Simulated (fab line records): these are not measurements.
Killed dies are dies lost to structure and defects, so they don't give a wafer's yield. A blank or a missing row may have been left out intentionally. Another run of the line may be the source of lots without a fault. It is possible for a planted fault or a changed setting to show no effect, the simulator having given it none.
Which tool is to blame?    flow berkeley-cmos170    14 lots with 42 wafers sampled at 3 steps, on a route of 331 steps

## WHAT THE GAUGES SHOWED, per wafer
UCB170_M1_CD_MEAS_09: target cd 700 nm. Usual: cd-nm reads 699.9 nm (standard deviation 1.3).
lot   measured      on         cd-nm (nm)         flag
L232  day 7 09:22   cd-sem-01  699.3 699.8 700.2  
L230  day 7 11:33   cd-sem-01  701.6 700.7 701.1  
L233  day 8 14:07   cd-sem-01  699.5 699.9 699.3  
L234  day 8 17:32   cd-sem-02  696.2 697.3 699.7  
L236  day 9 00:08   cd-sem-01  699.8 699.2 700.4  
L238  day 9 01:12   cd-sem-02  699.7 700.8 698.8  
L243  day 10 04:28  cd-sem-02  697.6 699.1 699.2  
L240  day 10 05:01  cd-sem-02  701.5 700.5 698.8  
L241  day 10 05:42  cd-sem-02  699.3 699.2 700.4  
L248  day 10 18:10  cd-sem-02  698.6 697.7 699.6  
L247  day 10 18:38  cd-sem-02  697.8 700.0 699.6  
L249  day 11 07:25  cd-sem-02  698.9 699.4 698.5  
L250  day 11 18:18  cd-sem-01  699.9 699.3 699.1  
L252  day 12 07:55  cd-sem-01  698.4 697.3 699.2  

UCB170_V1_BOW_MEAS_03. Usual: V1_BOW gives 18 um (standard deviation 6.9).
lot   measured      on             V1_BOW (um)  flag
L232  day 7 14:08   film-metro-04  24 26 22     
L230  day 7 16:51   film-metro-04  21 22 28     
L233  day 8 17:37   film-metro-03  17 28 11     
L234  day 8 23:10   film-metro-04  26 26 16     
L236  day 9 04:31   film-metro-04  24 14 19     
L238  day 9 04:32   film-metro-03  15 12 16     
L243  day 10 09:07  film-metro-01  6 18 17      
L240  day 10 09:18  film-metro-04  24 21 24     
L241  day 10 09:38  film-metro-01  7 19 15      
L248  day 10 22:33  film-metro-03  18 9 27      
L247  day 10 22:35  film-metro-01  6 19 7       
L249  day 11 12:37  film-metro-03  36 20 23     
L250  day 11 22:22  film-metro-01  25 18 18     
L252  day 12 13:19  film-metro-04  19 21 8      

UCB170_M2_CD_MEAS_15: target cd 700 nm. Usual: cd-nm reads 699.9 nm (standard deviation 1.2).
lot   measured      on         cd-nm (nm)         flag
L232  day 7 18:48   cd-sem-01  700.4 699.9 701.8  
L230  day 7 22:29   cd-sem-02  699.7 700.1 699.9  
L233  day 8 23:54   cd-sem-02  701.4 702.2 702.2  
L234  day 9 05:28   cd-sem-02  699.9 698.8 699.4  
L236  day 9 09:06   cd-sem-01  698.3 700.2 699.0  
L238  day 9 09:31   cd-sem-01  700.1 699.2 699.4  
L243  day 10 13:56  cd-sem-02  698.6 700.3 699.2  
L240  day 10 14:44  cd-sem-02  700.4 700.3 700.3  
L241  day 10 14:59  cd-sem-01  701.7 702.5 702.6  
L248  day 11 03:28  cd-sem-01  700.9 700.2 701.1  
L247  day 11 03:12  cd-sem-02  700.0 698.1 699.2  
L249  day 11 20:18  cd-sem-01  699.2 697.2 698.2  
L250  day 12 05:15  cd-sem-02  698.9 700.6 699.6  
L252  day 12 21:11  cd-sem-02  699.3 700.3 698.1  

## WHICH TOOL RAN EACH LOT (tool, then ch and the chambers of the sampled wafers, then the start)
Before these readings, the record contains no process step.

## WHAT THE TOOLS THEMSELVES READ (means of the sampled wafers that have a number; where no wafer has one, the mark that the record gives instead)
The record holds no such reading with a usual standard deviation.

## THE ANSWER, worked out from the rows above alone
Rule: lot off if the mean of its wafers having a number is beyond 3 standard deviations from the usual mean. Also off: a lot with no number at a reading for which 4 or more lots have one. Where the step has rows for the other lots, those lots are counted as sound. After the gauges, taken in route order, come the tools' own readings; for these a lot's mean is taken, as printed above. At the first step where some lot is off, the reading lying furthest off is the one used; lots without a number count as furthest.
Across all readings shown, no lot is off: no conclusion can be drawn from this.

## WHAT THE SIMULATOR HAD PUT IN
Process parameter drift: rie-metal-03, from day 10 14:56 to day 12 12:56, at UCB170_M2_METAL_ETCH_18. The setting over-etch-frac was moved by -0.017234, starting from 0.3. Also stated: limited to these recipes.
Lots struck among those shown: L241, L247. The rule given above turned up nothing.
